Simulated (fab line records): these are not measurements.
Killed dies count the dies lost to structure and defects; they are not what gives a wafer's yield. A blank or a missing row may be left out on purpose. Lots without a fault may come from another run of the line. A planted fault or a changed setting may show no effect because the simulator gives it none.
Struck lot and sound lot, side by side / flow rit_cmos / 17 out of 202 route steps
Sound: the wafers L316.4, L316.5, L316.6. Struck: wafer L322.3 (left out: L322.2, L322.6 of the same lot, which were not struck); the cause appears at the end.
Per side, at each step with rows, come the tool, then ch with its chambers, and then its first start. Under that, the readings that differ: sound wafers / struck wafers / difference of the means / sigmas: that difference in standard deviations of wafers without a fault.
alike: readings with means less than 2 such deviations apart, plus words and numbers identical on both sides. not compared: withheld readings, readings lacking a value on some wafer, bounds such as >300 that could conceal the same value, and numbers that have no deviation in the record and whose values overlap.
The two part at a step that has a row with sigmas, a row that says differs or no value, or rows on one side only. Numbers that don't overlap but have no deviation are shown without sigmas and don't part them. Lack of a reading on every wafer of one side parts them only where that side has two or more wafers.

RIT_M1_SPUTTER_00: material Al, target thk 400 nm, time 500 s.
  sound on pvd_sputter-02 at day 4 10:34; struck on pvd_sputter-03 at day 5 09:09
  alike: throttle_valve_pct
RIT_M1_RS_MEAS_01: uses a four-point probe to measure.
  sound on film_metro-04 at day 4 10:55; struck on film_metro-03 at day 5 09:28
  alike: M1_AL_RS
RIT_M1_THK_MEAS_02: measures by xrf.
  sound on film_metro-04 at day 4 11:01; struck on film_metro-03 at day 5 09:35
  alike: M1_AL_THK
then, 6 steps without rows for these wafers: RIT_M1_HMDS_03 (prime time 60 s); RIT_M1_COAT_04 (resist thk 1300 nm); RIT_M1_SOFTBAKE_05 (time 60 s); RIT_M1_EXPOSE_06 (exposes mask M12, target cd 2600 nm); RIT_M1_PEB_07; RIT_M1_DEVELOP_08 (develop time 68 s).
RIT_M1_CD_MEAS_09: the cd target is 2600 nm.
  sound on cd_sem-01 at day 4 11:59; struck on cd_sem-02 at day 5 10:39
  alike: cd_nm
RIT_M1_OVL_MEAS_10:
  sound on overlay-02 at day 4 12:04; struck on overlay-02 at day 5 10:46
  alike: M1_OVL
then, 1 step without rows for these wafers: RIT_M1_HARDBAKE_11 (time 120 s).
RIT_M1_METAL_ETCH_12: etches Al in Cl2/BCl3, stops on SiO2, time 165 s, target depth 600 nm.
  sound on rie_metal-04 ch 0,1, day 4 12:23; struck on rie_metal-04 ch 0, day 5 11:11
reading=oes_product_au (a.u.); sound=0.777 0.779 0.767; struck=0.651; difference=-0.123; sigmas=-10
reading=over_etch_frac; sound=0.5 0.5 0.5; struck=1.0185; difference=+0.5185; sigmas=
reading=model.NOVOLAK_of_M1_COAT_04.thk_nm (nm); sound=813 812.7 808.4; struck=698; difference=-113; sigmas=
reading=model.SiO2_of_CONTACT_CVD_00.thk_nm (nm); sound=375 368.1 362.7; struck=348.7; difference=-19.9; sigmas=
reading=model.M1.feature_depth_nm (nm); sound=433.4 430.9 434.6; struck=441.8; difference=+8.8; sigmas=
  alike: drypump_motor_current_A, rf_fwd_power_W, throttle_valve_pct
  not compared: rf_hours_counter_h
then, 1 step without rows for these wafers: RIT_M1_STRIP_13 (strips in nmp, time 600 s).
RIT_M1_STRIP_14: strips in O2, time 180 s.
  sound on plasma_asher-03 ch 0,1, day 4 12:43; struck on plasma_asher-02 ch 1, day 5 11:31
  alike: drypump_motor_current_A
  not compared: rf_hours_counter_h
RIT_M1_CD_MEAS_90: the cd target is 2600 nm.
  sound on cd_sem-01 at day 4 12:54; struck on cd_sem-02 at day 5 12:00
reading=cd_nm (nm); sound=2600.8 2600.2 2598.1; struck=2588.5; difference=-11.2; sigmas=-5
  not compared: hold
RIT_M1_PROBE_99:
  sound on prober-02 at day 4 14:44; struck on prober-02 at day 5 17:36
  alike: defect_limited_yield, killed_at_contacts, killed_at_front_end, killed_dies, killed_open, killed_short, sort_bin_3_pad_short, sort_bin_5_function, sort_bin_6_memory, sort_n_pass, sort_yield_pct

## WHERE THEY PART
At RIT_M1_METAL_ETCH_12 first; at RIT_M1_CD_MEAS_90 last (within this record only). Later steps at which nothing parts them and some readings are alike: RIT_M1_PROBE_99.

WHY: whatever the simulator had introduced
rie_metal-04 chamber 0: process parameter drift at RIT_M1_METAL_ETCH_12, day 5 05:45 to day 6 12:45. From 0.5, the setting over_etch_frac moved by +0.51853.
